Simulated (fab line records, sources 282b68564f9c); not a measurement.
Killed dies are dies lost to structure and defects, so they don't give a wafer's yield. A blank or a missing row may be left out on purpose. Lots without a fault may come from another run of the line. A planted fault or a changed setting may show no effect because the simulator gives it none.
A struck lot beside a sound one | flow rit_cmos | 43 steps out of a route of 202
Sound: wafers L465.2, L465.3, L465.4. Struck: wafers L474.1, L474.6. (L474.2 of the same lot was not struck and is left out.) The cause comes at the end.
At each step with rows: each side's tool, then ch and its chambers, then its first start. Under that, the readings that differ: sound wafers | struck wafers | difference of the means | sigmas: that difference in standard deviations of wafers without a fault.
alike: readings whose means differ by less than 2 such deviations, and words and numbers that are the same on both sides. not compared: withheld readings, readings that some wafer has no value for, bounds like >300 that may hide the same value, and numbers for which the record gives no deviation and whose values overlap.
The two part at a step that has a row with sigmas, a row that says differs or no value, or rows on one side only. Numbers that don't overlap but have no deviation are shown without sigmas and don't part them. A reading that every wafer of one side lacks parts them only if that side has two wafers or more.

first, 1 step without rows for these wafers: RIT_SDANNEAL_RTA_03 (time 5 s).
RIT_SDANNEAL_RS_MEAS_04: measures by four-point-probe.
  sound on film_metro-04, day 3 16:06; struck on film_metro-03, day 5 18:20
  alike: PSD_RS
RIT_SDANNEAL_RS_MEAS_05: measures by four-point-probe.
  sound on film_metro-04, day 3 16:13; struck on film_metro-03, day 5 18:27
  alike: NSD_RS
RIT_SDANNEAL_RS_MEAS_06: measures by four-point-probe.
  sound on film_metro-04, day 3 16:20; struck on film_metro-03, day 5 18:34
  alike: PLDD_RS
RIT_SDANNEAL_RS_MEAS_07: measures by four-point-probe.
  sound on film_metro-04, day 3 16:28; struck on film_metro-03, day 5 18:41
  alike: NLDD_RS
then, 1 step without rows for these wafers: RIT_SILICIDE_WET_ETCH_00 (etches SiO2 in BOE, target depth 14 nm, time 15 s).
RIT_SILICIDE_SPUTTER_01: material Ti, target thk 30 nm, time 240 s.
  sound on pvd_sputter-01, day 3 16:34; struck on pvd_sputter-04, day 5 18:50
  alike: throttle_valve_pct
RIT_SILICIDE_RS_MEAS_02: measures by four-point-probe.
  sound on film_metro-02, day 3 16:44; struck on film_metro-02, day 5 18:59
  alike: SILICIDE_TI_RS
RIT_SILICIDE_THK_MEAS_03: measures by xrf.
  sound on film_metro-02, day 3 16:51; struck on film_metro-02, day 5 19:06
  alike: SILICIDE_TI_THK
RIT_SILICIDE_RTA_04: time 10 s, ramp up 5 s, ramp down 5 s.
  sound on rtp_anneal-01 ch 0, day 3 16:55; struck on rtp_anneal-02 ch 0, day 5 19:10
  alike: wafer_temp_C_max
then, 1 step without rows for these wafers: RIT_SILICIDE_WET_ETCH_05 (etches Ti in SPM, time 120 s).
RIT_SILICIDE_RTA_06: time 10 s, ramp up 5 s, ramp down 10 s.
  sound on rtp_anneal-02 ch 0, day 3 17:02; struck on rtp_anneal-01 ch 0, day 5 19:19
  alike: wafer_temp_C_max
RIT_CONTACT_CVD_00: deposits SiO2 from TEOS, target thk 400 nm, time 61 s.
  sound on pecvd-04 ch 0,1,2, day 3 17:05; struck on pecvd-04 ch 0, day 5 19:22
  alike: heater_power_w
RIT_CONTACT_THK_MEAS_01:
  sound on film_metro-01, day 3 17:08; struck on film_metro-01, day 5 19:25
  alike: CONTACT_TEOS_THK
then, 6 steps without rows for these wafers: RIT_CONTACT_HMDS_02 (prime time 60 s); RIT_CONTACT_COAT_03 (resist thk 1000 nm); RIT_CONTACT_SOFTBAKE_04 (time 60 s); RIT_CONTACT_EXPOSE_05 (exposes mask M11, target cd 1000 nm); RIT_CONTACT_PEB_06; RIT_CONTACT_DEVELOP_07 (develop time 120 s).
RIT_CONTACT_CD_MEAS_08: target cd 1000 nm.
  sound on cd_sem-02, day 3 18:14; struck on cd_sem-02, day 5 20:28
  alike: cd_nm
RIT_CONTACT_OVL_MEAS_09:
  sound on overlay-02, day 3 18:20; struck on overlay-01, day 5 20:35
  alike: CONTACT_OVL
then, 2 steps without rows for these wafers: RIT_CONTACT_HARDBAKE_10 (time 60 s); RIT_CONTACT_ETCH_11 (etches SiO2 in CHF3/CF4/Ar, stops on TiSi2, target depth 480 nm, time 320 s).
RIT_CONTACT_STRIP_12: strips in O2, time 180 s.
  sound on plasma_asher-01 ch 0,1, day 3 18:43; struck on plasma_asher-02 ch 0, day 5 20:58
  alike: drypump_motor_current_A
  not compared: rf_hours_counter_h
RIT_CONTACT_CD_MEAS_90: target cd 1000 nm.
  sound on cd_sem-02, day 3 18:55; struck on cd_sem-01, day 5 21:09
  alike: cd_nm
then, 2 steps without rows for these wafers: RIT_CONTACT_CLEAN_13 (cleans in SC1, time 600 s); RIT_CONTACT_CLEAN_14 (cleans in SC2, time 600 s).
RIT_M1_SPUTTER_00: material Al, target thk 400 nm, time 500 s.
  sound on pvd_sputter-02, day 3 19:32; struck on pvd_sputter-03, day 5 21:39
  alike: throttle_valve_pct
RIT_M1_RS_MEAS_01: measures by four-point-probe.
  sound on film_metro-04, day 3 19:50; struck on film_metro-02, day 5 21:56
  alike: M1_AL_RS
RIT_M1_THK_MEAS_02: measures by xrf.
  sound on film_metro-04, day 3 19:57; struck on film_metro-02, day 5 22:04
  alike: M1_AL_THK
then, 6 steps without rows for these wafers: RIT_M1_HMDS_03 (prime time 60 s); RIT_M1_COAT_04 (resist thk 1300 nm); RIT_M1_SOFTBAKE_05 (time 60 s); RIT_M1_EXPOSE_06 (exposes mask M12, target cd 2600 nm); RIT_M1_PEB_07; RIT_M1_DEVELOP_08 (develop time 68 s).
RIT_M1_CD_MEAS_09: target cd 2600 nm.
  sound on cd_sem-02, day 3 20:54; struck on cd_sem-02, day 5 23:08
  alike: cd_nm
RIT_M1_OVL_MEAS_10:
  sound on overlay-02, day 3 21:01; struck on overlay-01, day 5 23:15
  alike: M1_OVL
then, 3 steps without rows for these wafers: RIT_M1_HARDBAKE_11 (time 120 s); RIT_M1_METAL_ETCH_12 (etches Al in Cl2/BCl3, stops on SiO2, time 165 s, target depth 600 nm); RIT_M1_STRIP_13 (strips in nmp, time 600 s).
RIT_M1_PROBE_99:
  sound on prober-02, day 4 00:55; struck on prober-01, day 6 02:34
  reading             | sound | struck | difference | sigmas
  killed_at_contacts  | 0 0 0 | 16 16  | +16        | +67
  killed_at_front_end | 1 4 4 | 9 12   | +8         | +2
  killed_dies         | 1 4 4 | 25 28  | +24        | +8
  killed_on_rim       | 0 1 2 | 11 8   | +8         | +6
  killed_short        | 1 1 1 | 4 7    | +4         | +2
  alike: killed_open

WHERE THEY PART
Only at RIT_M1_PROBE_99, within this record.

WHY: what the simulator had put in
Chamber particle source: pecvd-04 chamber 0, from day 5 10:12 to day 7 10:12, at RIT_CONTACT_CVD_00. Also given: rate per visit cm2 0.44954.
